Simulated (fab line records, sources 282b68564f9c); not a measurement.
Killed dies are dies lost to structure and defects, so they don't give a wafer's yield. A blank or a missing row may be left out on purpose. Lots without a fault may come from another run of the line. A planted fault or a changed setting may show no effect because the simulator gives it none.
Which tool did it? | flow rit_cmos | 13 lots, 37 wafers sampled, at 6 steps of a route of 202

WHAT THE GAUGES READ, wafer by wafer
RIT_SDANNEAL_RS_MEAS_07: measures by four-point-probe. Usual: NLDD_RS 152.1 ohm/sq, standard deviation 0.54.
lot  | measured    | on            | NLDD_RS (ohm/sq)  | flag
L233 | day 3 07:14 | film_metro-04 | 150.8 150.9 151.6 |
L234 | day 3 11:27 | film_metro-03 | 152.0 152.5 152.1 |
L235 | day 3 18:07 | film_metro-03 | 152.3 152.6 152.3 |
L236 | day 4 01:52 | film_metro-04 | 152.1 151.4 152.1 |
L237 | day 4 11:31 | film_metro-04 | 152.5 151.8 152.7 |
L238 | day 4 10:01 | film_metro-04 | 152.7 151.8 152.2 |
L239 | day 4 13:14 | film_metro-03 | 152.4 152.1 152.7 |
L240 | day 4 20:05 | film_metro-03 | 151.8 152.3 151.9 |
L242 | day 5 07:37 | film_metro-02 | 151.3 151.4 151.6 |
L244 | day 5 14:29 | film_metro-03 | 152.5 152.7 152.6 |
L246 | day 5 21:13 | film_metro-04 | 151.7             |
L253 | day 7 11:14 | film_metro-03 | 152.4 151.6 151.9 |
L256 | day 8 00:05 | film_metro-04 | 152.3 152.6 151.7 |

RIT_SILICIDE_RS_MEAS_02: measures by four-point-probe. Usual: SILICIDE_TI_RS 47.6 ohm/sq, standard deviation 0.66.
lot  | measured    | on            | SILICIDE_TI_RS (ohm/sq) | flag
L233 | day 3 07:31 | film_metro-03 | 47.4 47.4 47.1          |
L234 | day 3 11:44 | film_metro-03 | 48.1 47.3 47.7          |
L235 | day 3 18:24 | film_metro-01 | 47.6 47.5 47.7          |
L236 | day 4 02:08 | film_metro-03 | 47.5 47.0 47.5          |
L237 | day 4 11:48 | film_metro-01 | 47.5 47.7 47.6          |
L238 | day 4 10:19 | film_metro-01 | 47.9 48.1 48.1          |
L239 | day 4 13:31 | film_metro-01 | 48.6 48.6 48.2          |
L240 | day 4 20:22 | film_metro-01 | 47.5 48.1 47.5          |
L242 | day 5 07:53 | film_metro-01 | 47.6 46.9 46.6          |
L244 | day 5 14:46 | film_metro-01 | 48.3 47.3 47.5          |
L246 | day 5 21:30 | film_metro-02 | 82.7 83.8               | OFF
L253 | day 7 11:31 | film_metro-02 | 46.7 47.2 47.5          |
L256 | day 8 00:22 | film_metro-03 | 46.9 46.3 46.9          |

RIT_SILICIDE_THK_MEAS_03: measures by xrf. Usual: SILICIDE_TI_THK 30.2 nm, standard deviation 0.35.
lot  | measured    | on            | SILICIDE_TI_THK (nm) | flag
L233 | day 3 07:37 | film_metro-03 | 30.3 30.5 30.5       |
L234 | day 3 11:50 | film_metro-03 | 30.0 30.4 30.2       |
L235 | day 3 18:31 | film_metro-01 | 30.2 30.0 30.1       |
L236 | day 4 02:15 | film_metro-03 | 30.0 30.4 30.2       |
L237 | day 4 11:53 | film_metro-01 | 30.4 30.3 30.3       |
L238 | day 4 10:25 | film_metro-01 | 30.1 30.0 30.0       |
L239 | day 4 13:38 | film_metro-01 | 29.8 30.0 30.0       |
L240 | day 4 20:28 | film_metro-01 | 30.3 30.0 30.4       |
L242 | day 5 08:01 | film_metro-01 | 30.1 30.6 30.7       |
L244 | day 5 14:53 | film_metro-01 | 29.9 30.3 30.3       |
L246 | day 5 23:50 | film_metro-02 | 19.7 19.6            | OFF
L253 | day 7 11:38 | film_metro-02 | 30.7 30.3 30.3       |
L256 | day 8 00:29 | film_metro-03 | 30.8 31.0 30.6       |

RIT_M1_BOW_MEAS_16. Usual: M1_BOW 17 um, standard deviation 7.6.
lot  | measured    | on            | M1_BOW (um) | flag
L233 | day 3 14:13 | film_metro-04 | 11 22 14    |
L234 | day 3 18:23 | film_metro-04 | 10 18 13    |
L235 | day 4 01:18 | film_metro-02 | 20 13 16    |
L236 | day 4 08:40 | film_metro-02 | 22 12 11    |
L237 | day 4 18:28 | film_metro-04 | 5 25 15     |
L238 | day 4 16:56 | film_metro-03 | 20 27 19    |
L239 | day 4 20:10 | film_metro-02 | 24 19 11    |
L240 | day 5 02:58 | film_metro-04 | 33 15 21    |
L242 | day 5 14:31 | film_metro-04 | 19 17 6     |
L244 | day 5 21:24 | film_metro-03 | 16 13 11    |
L246 | day 6 09:48 | film_metro-03 | 14          |
L253 | day 7 18:12 | film_metro-04 | 23 7 21     |
L256 | day 8 07:15 | film_metro-04 | 21 20 14    |

WHICH TOOL RAN EACH LOT (tool, then ch and the chambers of the sampled wafers, then the start)
lot  | RIT_PWELL_STRIP_09                  | RIT_SILICIDE_SPUTTER_01
L233 | plasma_asher-04 ch 0,1, day 1 22:58 | pvd_sputter-03, day 3 07:19
L234 | plasma_asher-04 ch 0,1, day 2 04:59 | pvd_sputter-01, day 3 11:34
L235 | plasma_asher-02 ch 0,1, day 2 12:32 | pvd_sputter-03, day 3 18:15
L236 | plasma_asher-03 ch 0,1, day 2 16:37 | pvd_sputter-01, day 4 01:58
L237 | plasma_asher-02 ch 0,1, day 2 23:48 | pvd_sputter-04, day 4 11:35
L238 | plasma_asher-03 ch 0,1, day 3 02:25 | pvd_sputter-03, day 4 10:08
L239 | plasma_asher-03 ch 0,1, day 3 05:55 | pvd_sputter-01, day 4 13:22
L240 | plasma_asher-02 ch 0,1, day 3 10:54 | pvd_sputter-01, day 4 20:10
L242 | plasma_asher-04 ch 0,1, day 4 00:43 | pvd_sputter-01, day 5 07:44
L244 | plasma_asher-03 ch 0,1, day 4 08:58 | pvd_sputter-01, day 5 14:37
L246 | plasma_asher-03 ch 1, day 4 16:02   | pvd_sputter-01, day 5 21:20
L253 | plasma_asher-02 ch 0,1, day 6 03:56 | pvd_sputter-04, day 7 11:22
L256 | plasma_asher-03 ch 0,1, day 6 19:58 | pvd_sputter-04, day 8 00:13
- RIT_PWELL_STRIP_09: strips in O2, time 180 s.
- RIT_SILICIDE_SPUTTER_01: material Ti, target thk 30 nm, time 240 s.

WHAT THE TOOLS THEMSELVES READ (means of the sampled wafers that have a number; where no wafer has one, the mark that the record gives instead)
RIT_PWELL_STRIP_09. Usual: drypump_motor_current_A 5.7 A, standard deviation 0.31; rf_refl_power_W 7.3 W, standard deviation 1.7.
lot  | tool            | drypump_motor_current_A (A) | rf_refl_power_W (W) | flag
L233 | plasma_asher-04 | 5.2                         | 6.0                 |
L234 | plasma_asher-04 | 5.3                         | 6.2                 |
L235 | plasma_asher-02 | 5.8                         | 6.6                 |
L236 | plasma_asher-03 | 5.9                         | 7.5                 |
L237 | plasma_asher-02 | 5.8                         | 6.4                 |
L238 | plasma_asher-03 | 6.0                         | 7.4                 |
L239 | plasma_asher-03 | 5.8                         | 8.6                 |
L240 | plasma_asher-02 | 5.8                         | 7.3                 |
L242 | plasma_asher-04 | 5.2                         | 6.0                 |
L244 | plasma_asher-03 | 6.0                         | 7.4                 |
L246 | plasma_asher-03 | 6.1                         | 6.0                 |
L253 | plasma_asher-02 | 5.8                         | 7.4                 |
L256 | plasma_asher-03 | 5.9                         | 7.3                 |

RIT_SILICIDE_SPUTTER_01. Usual: throttle_valve_pct 29.8 %, standard deviation 1.1.
lot  | tool           | throttle_valve_pct (%) | flag
L233 | pvd_sputter-03 | 30.5                   |
L234 | pvd_sputter-01 | 29.4                   |
L235 | pvd_sputter-03 | 29.4                   |
L236 | pvd_sputter-01 | 31.3                   |
L237 | pvd_sputter-04 | 29.8                   |
L238 | pvd_sputter-03 | 29.9                   |
L239 | pvd_sputter-01 | 29.4                   |
L240 | pvd_sputter-01 | 29.3                   |
L242 | pvd_sputter-01 | 31.3                   |
L244 | pvd_sputter-01 | 30.3                   |
L246 | pvd_sputter-01 | 32.1                   |
L253 | pvd_sputter-04 | 30.0                   |
L256 | pvd_sputter-04 | 29.8                   |

THE ANSWER, worked out from the rows above alone
Rule: a lot is off if the mean of its wafers that have a number lies more than 3 standard deviations from the usual mean. A lot without any number at a reading at which 4 lots or more have one is off too. The other lots that the step has rows for count as sound. The gauges are gone through in route order, then the tools' own readings, and for those a lot's mean is taken as printed above. The first step at which some lot is off is used, and at that step the reading that is off furthest; a lot without a number counts as furthest.
Off: L246, at RIT_SILICIDE_RS_MEAS_02 (SILICIDE_TI_RS).
A tool fits if, at a process step before that reading, it ran every lot that is off, and no sound lot after the first of them. The gauges at RIT_SILICIDE_RS_MEAS_02 are tried like those tools. One fits: pvd_sputter-01 at RIT_SILICIDE_SPUTTER_01. Its last sound lot is L244 (day 5 14:37), its first lot that is off L246 (day 5 21:20): a fault that began between those two fits.

WHAT THE SIMULATOR HAD PUT IN
Process parameter drift: pvd_sputter-01, from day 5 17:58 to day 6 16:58, at RIT_SILICIDE_SPUTTER_01. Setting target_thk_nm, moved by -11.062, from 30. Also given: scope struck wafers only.
Lots struck among those shown: L246. The rule above found the same.
